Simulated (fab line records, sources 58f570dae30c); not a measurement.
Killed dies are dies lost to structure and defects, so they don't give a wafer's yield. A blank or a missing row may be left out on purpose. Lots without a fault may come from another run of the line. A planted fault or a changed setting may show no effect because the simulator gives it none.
Which tool did it? | flow berkeley_cmos170 | 11 lots, 33 wafers sampled, at 1 step of a route of 331

WHAT THE GAUGES READ, wafer by wafer
The record holds no reading of a measuring or inspecting step that can be judged against a usual standard deviation.

WHICH TOOL RAN EACH LOT (tool, then ch and the chambers of the sampled wafers, then the start)
lot  | UCB170_V1_CMP_02
L814 | cmp-02 ch 0,2,3, day 8 06:46
L813 | cmp-02 ch 0,1, day 8 09:17
L815 | cmp-01 ch 1,3, day 8 13:58
L820 | cmp-01 ch 0,2, day 9 09:40
L824 | cmp-02 ch 1,2, day 9 21:22
L826 | cmp-01 ch 1,2,3, day 10 08:11
L827 | cmp-01 ch 0,2,3, day 11 01:34
L829 | cmp-01 ch 1,3, day 11 11:08
L830 | cmp-01 ch 0,2, day 11 12:28
L828 | cmp-01 ch 0,2, day 11 12:46
L834 | cmp-01 ch 0,1,3, day 12 09:55
- UCB170_V1_CMP_02: polishes SiO2.

WHAT THE TOOLS THEMSELVES READ (means of the sampled wafers that have a number; where no wafer has one, the mark that the record gives instead)
UCB170_V1_CMP_02.
lot  | tool   | motor_current_A (A) | platen_rpm (rpm)
L814 | cmp-02 | 15.6                | 60.00
L813 | cmp-02 | 14.3                | 60.00
L815 | cmp-01 | 18.0                | 60.00
L820 | cmp-01 | 15.5                | 60.01
L824 | cmp-02 | 14.7                | 56.02
L826 | cmp-01 | 17.5                | 60.05
L827 | cmp-01 | 16.2                | 59.97
L829 | cmp-01 | 18.0                | 60.03
L830 | cmp-01 | 15.5                | 59.96
L828 | cmp-01 | 15.3                | 59.99
L834 | cmp-01 | 16.6                | 59.98

THE ANSWER, worked out from the rows above alone
Rule: what is usual is taken from the lots themselves. Put in order of their means at a reading, lots are off if they are a third of the lots or fewer, leave a main group of 4 or more, and stand apart from it by a gap of 3 or more times the standard deviation of the main group's means; of several such gaps the widest counts. A main group whose means are all the same, to the digits that the tables above print for the reading, isn't used. A lot without any number at a reading at which 4 lots or more have one is off too. The other lots that the step has rows for count as sound. The gauges are gone through in route order, then the tools' own readings, and for those a lot's mean is taken as printed above. The first step at which some lot is off is used, and at that step the reading that is off furthest; a lot without a number counts as furthest.
Off: L824, at UCB170_V1_CMP_02 (platen_rpm). The main group: mean 60.00 rpm, standard deviation 0.025.
A tool fits if, at that step or a process step before it, it ran every lot that is off, and no sound lot after the first of them. One fits: cmp-02 at UCB170_V1_CMP_02. Its last sound lot is L813 (day 8 09:17), its first lot that is off L824 (day 9 21:22): a fault that began between those two fits.
The tool's own readings at UCB170_V1_CMP_02 bear it out: on the lots that are off they differ by more than 5 times the standard deviation of the sound lots' means. platen_rpm reads 56.02 rpm there against 60.00 rpm on the sound lots.

WHAT THE SIMULATOR HAD PUT IN
Process parameter drift: cmp-02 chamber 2, from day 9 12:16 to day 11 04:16, at UCB170_V1_CMP_02. Setting platen_rpm, moved by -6, from 60. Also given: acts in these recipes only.
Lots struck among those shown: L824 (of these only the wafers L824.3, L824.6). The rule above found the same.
